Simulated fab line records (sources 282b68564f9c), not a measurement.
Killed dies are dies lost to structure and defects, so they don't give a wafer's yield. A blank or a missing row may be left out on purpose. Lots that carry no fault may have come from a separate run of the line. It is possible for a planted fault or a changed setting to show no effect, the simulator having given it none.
2 desks looking at one fault	flow rit cmos	each desk holds nothing but its own numbers, with what lay behind them at the end

== METROLOGY DESK ==
Means of the sampled wafers that have a number, per lot and without regard to the tool the lot ran on: this is what the gauges read. Marked OUT: a lot whose mean sits more than 4 standard deviations from the usual mean, which makes it out of limits; the brackets give that distance.
Columns: A = PWELL_TW at RIT_PWELL_TW_MEAS_10, usual 961; B = PWELL_RS at RIT_WELLDRIVE_RS_MEAS_02, usual 429.4 ohm/sq
lot	first seen here	A	B
L127	day 2 08:47	968	430.1
L128	day 2 10:57	961	431.4
L129	day 2 13:49	962	429.7
L130	day 2 19:36	967	428.1
L131	day 2 23:38	960	427.9
L132	day 3 04:35	967	429.6
L134	day 3 15:46	955	429.0
L135	day 3 19:43	966	430.4
L136	day 4 00:46	955	431.0
L138	day 4 10:38	950	430.3
L144	day 5 17:25	957	429.2
L145	day 5 23:49	1073 (+22) OUT	346.2 (-69) OUT
L146	day 6 03:06	1076 (+23) OUT	345.6 (-70) OUT
L147	day 6 08:50	960	428.5
This desk finds L145, L146 out of limits, with the earliest case on L145 at day 5 23:49 (PWELL_TW at RIT_PWELL_TW_MEAS_10). Within limits: L127, L128, L129, L130, L131, L132, L134, L135, L136, L138, L144, L147.

== FOR THE TOOL OWNER'S DESK: implanter-01 ==
The tool's own readings at RIT_PWELL_IMPLANT_08, given as means over the sampled wafers that have a number, one for each lot that went through this tool. Marked OUT: a lot whose mean sits more than 4 standard deviations from the usual mean, which makes it out of limits; the brackets give that distance.
Columns: A = beam energy keV at RIT_PWELL_IMPLANT_08, usual 170.00; B = dose ions cm2 at RIT_PWELL_IMPLANT_08, usual 7.001e+13; C = faraday current uA at RIT_PWELL_IMPLANT_08, usual 222
lot	first seen here	A	B	C
L138	day 4 10:19	170.01	6.995e+13	224
L144	day 5 17:07	170.03	6.994e+13	225
L145	day 5 23:21	170.01	9.943e+13 (+99 or more) OUT	314 (+22) OUT
L146	day 6 02:47	169.97	9.943e+13 (+99 or more) OUT	314 (+23) OUT
Finding of this desk: L145, L146 out of limits; the first was L145 at day 5 23:21, on dose ions cm2 at RIT_PWELL_IMPLANT_08. Within limits: L138, L144.

== BROUGHT TOGETHER ==
The tool owner's desk had the chance to raise an alarm at day 5 23:21 on L145, L146.
Metrology desk: alarm possible at day 5 23:49 on L145, L146.
On implanter-01, each named lot ran RIT_PWELL_IMPLANT_08.

== WHAT THE SIMULATOR PUT IN ==
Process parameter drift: implanter-01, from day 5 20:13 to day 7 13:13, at RIT_PWELL_IMPLANT_08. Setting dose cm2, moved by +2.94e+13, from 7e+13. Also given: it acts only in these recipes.
Struck lots among those shown: L145, L146.
Hours from the fault's start to each desk's first reading out of limits: the tool owner's desk, 3; the metrology desk, 4.
